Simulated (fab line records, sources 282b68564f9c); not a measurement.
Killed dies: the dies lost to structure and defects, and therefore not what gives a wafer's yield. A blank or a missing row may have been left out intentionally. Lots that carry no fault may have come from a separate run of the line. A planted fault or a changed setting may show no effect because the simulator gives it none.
A lot that was struck, set against a sound lot | flow ritCmos | 43 steps out of a route of 202
Sound: these wafers, L125.2, L125.4, L125.5. Struck: wafers L130.1, L130.3, L130.6. The cause is named last.
For every step that has rows: the tool of each side, followed by ch and its chambers, followed by its first start. Under that, the readings that differ: sound wafers | struck wafers | difference of the means | sigmas: that difference in standard deviations of wafers without a fault.
alike: a reading whose means differ by less than 2 such deviations, as well as words and numbers matching on both sides. not compared: withheld readings; readings where some wafer has no value; bounds like >300 that might hide an equal value; numbers whose values overlap and for which the record gives no deviation.
A row with sigmas, a row that says differs or no value, or rows on one side alone: a step with any of these is where the two part. Non-overlapping numbers with no deviation appear without sigmas and do not part them. Lack of a reading on every wafer of one side parts them only where that side has two or more wafers.

first, 3 steps without rows for these wafers: RIT_REOX_CLEAN_01 (cleans in dHF, time 30 s); RIT_REOX_CLEAN_02 (cleans in SC2, time 600 s); RIT_REOX_OXIDATION_03 (target thk 25.2 nm, ox time 5580 s).
RIT_REOX_THK_MEAS_04:
  sound: filmMetro-02 at day 4 07:47; struck: filmMetro-03 at day 5 08:43
reading             | sound          | struck         | difference | sigmas
REOX_OXIDE_THK (nm) | 25.9 26.0 25.8 | 24.6 24.7 24.6 | -1.3       | -3
then, 6 steps without rows for these wafers: RIT_NLDD_HMDS_00 (prime time 60 s); RIT_NLDD_COAT_01 (resist thk 1000 nm); RIT_NLDD_SOFTBAKE_02 (time 60 s); RIT_NLDD_EXPOSE_03 (exposes mask M7, target cd 40700 nm); RIT_NLDD_PEB_04; RIT_NLDD_DEVELOP_05 (develop time 50 s).
RIT_NLDD_OVL_MEAS_06:
  sound: overlay-02 at day 4 08:50; struck: overlay-01 at day 5 09:37
  alike: NLDD_OVL
then, 1 step without rows for these wafers: RIT_NLDD_HARDBAKE_07 (time 60 s).
RIT_NLDD_IMPLANT_08:
  sound on implanter-04 ch 0, day 4 09:03; struck on implanter-01 ch 0, day 5 09:49
reading                  | sound                | struck               | difference | sigmas
beamEnergyKeV            | 20.000 20.005 20.001 | 26.000 26.002 26.005 | +6.000     | +99 or more
model.implant.rpNm (nm)  | 27.6 27.6 27.6       | 34.06 34.06 34.06    | +6.46      | 
model.implant.drpNm (nm) | 12.97 12.97 12.97    | 15.19 15.19 15.19    | +2.22      | 
RIT_NLDD_STRIP_09: strips in O2, time 180 s.
  sound on plasmaAsher-03 ch 0,1, day 4 09:10; struck on plasmaAsher-04 ch 0, day 5 09:58
  alike: drypumpMotorCurrentA, o2FlowSccm
  not compared: rfHoursCounterH
RIT_NLDD_TW_MEAS_10:
  sound: filmMetro-04 at day 4 09:22; struck: filmMetro-04 at day 5 10:22
reading | sound          | struck         | difference | sigmas
NLDD_TW | 2462 2455 2453 | 2653 2663 2663 | +203       | +17
  not compared: hold
then, 5 steps without rows for these wafers: RIT_PLDD_COAT_01 (resist thk 1013 nm); RIT_PLDD_SOFTBAKE_02 (time 60 s); RIT_PLDD_EXPOSE_03 (exposes mask M8, target cd 40900 nm); RIT_PLDD_PEB_04; RIT_PLDD_DEVELOP_05 (develop time 50 s).
RIT_PLDD_OVL_MEAS_06:
  sound: overlay-02 at day 4 10:16; struck: overlay-01 at day 5 12:26
  alike: PLDD_OVL
then, 2 steps without rows for these wafers: RIT_PLDD_HARDBAKE_07 (time 60 s); RIT_PLDD_IMPLANT_08.
RIT_PLDD_STRIP_09: strips in O2, time 180 s.
  sound on plasmaAsher-01 ch 0,1, day 4 10:44; struck on plasmaAsher-02 ch 0,1, day 5 21:45
  alike: drypumpMotorCurrentA, o2FlowSccm
  not compared: rfHoursCounterH
RIT_PLDD_TW_MEAS_10:
  sound: filmMetro-03 at day 4 10:56; struck: filmMetro-03 at day 5 21:55
  alike: PLDD_TW
then, 4 steps without rows for these wafers: RIT_SPACER_CLEAN_00 (cleans in SC1, time 600 s); RIT_SPACER_CLEAN_01 (cleans in dHF, time 30 s); RIT_SPACER_CLEAN_02 (cleans in SC2, time 600 s); RIT_SPACER_CVD_03 (deposits Si3N4 from SiH2Cl2/NH3, target thk 250 nm, time 3300 s).
RIT_SPACER_THK_MEAS_04:
  sound: filmMetro-04 at day 4 13:16; struck: filmMetro-04 at day 6 00:27
  alike: SPACER_NITRIDE_THK
RIT_SPACER_ETCHBACK_05: etches Si3N4 in SF6/CHF3, stops on SiO2, target depth 250 nm, time 230.9 s.
  sound on rieDiel-01 ch 1,2,3, day 4 13:19; struck on rieDiel-03 ch 0,1,3, day 6 00:31
  alike: drypumpMotorCurrentA, oesProductAu, rfFwdPowerW, throttleValvePct
  not compared: rfHoursCounterH
then, 6 steps without rows for these wafers: RIT_NSD_HMDS_00 (prime time 60 s); RIT_NSD_COAT_01 (resist thk 1000 nm); RIT_NSD_SOFTBAKE_02 (time 60 s); RIT_NSD_EXPOSE_03 (exposes mask M9, target cd 40700 nm); RIT_NSD_PEB_04; RIT_NSD_DEVELOP_05 (develop time 50 s).
RIT_NSD_OVL_MEAS_06:
  sound: overlay-01 at day 4 14:36; struck: overlay-02 at day 6 01:52
reading      | sound          | struck      | difference | sigmas
NSD_OVL (nm) | -2.9 -3.8 -4.0 | 1.6 0.1 1.2 | +4.5       | +2
then, 2 steps without rows for these wafers: RIT_NSD_HARDBAKE_07 (time 60 s); RIT_NSD_IMPLANT_08.
RIT_NSD_STRIP_09: strips in O2, time 180 s.
  sound on plasmaAsher-04 ch 0,1, day 4 14:56; struck on plasmaAsher-04 ch 0,1, day 6 02:13
  alike: drypumpMotorCurrentA, o2FlowSccm
  not compared: rfHoursCounterH
RIT_SDANNEAL_RS_MEAS_07: measures by four-point-probe.
  sound: filmMetro-03 at day 4 17:25; struck: filmMetro-03 at day 6 04:58
reading          | sound             | struck            | difference | sigmas
NLDD_RS (ohm/sq) | 151.4 151.5 151.4 | 147.2 147.1 147.2 | -4.3       | -7
  not compared: hold
RIT_M1_PROBE_99:
  rows exist in the record for the struck wafers here (prober-01, day 6 16:11), but not for the sound ones

## WHERE THEY PART
Last at RIT_M1_PROBE_99 as far as this record goes, first at RIT_REOX_THK_MEAS_04.

WHY: what the simulator had put in
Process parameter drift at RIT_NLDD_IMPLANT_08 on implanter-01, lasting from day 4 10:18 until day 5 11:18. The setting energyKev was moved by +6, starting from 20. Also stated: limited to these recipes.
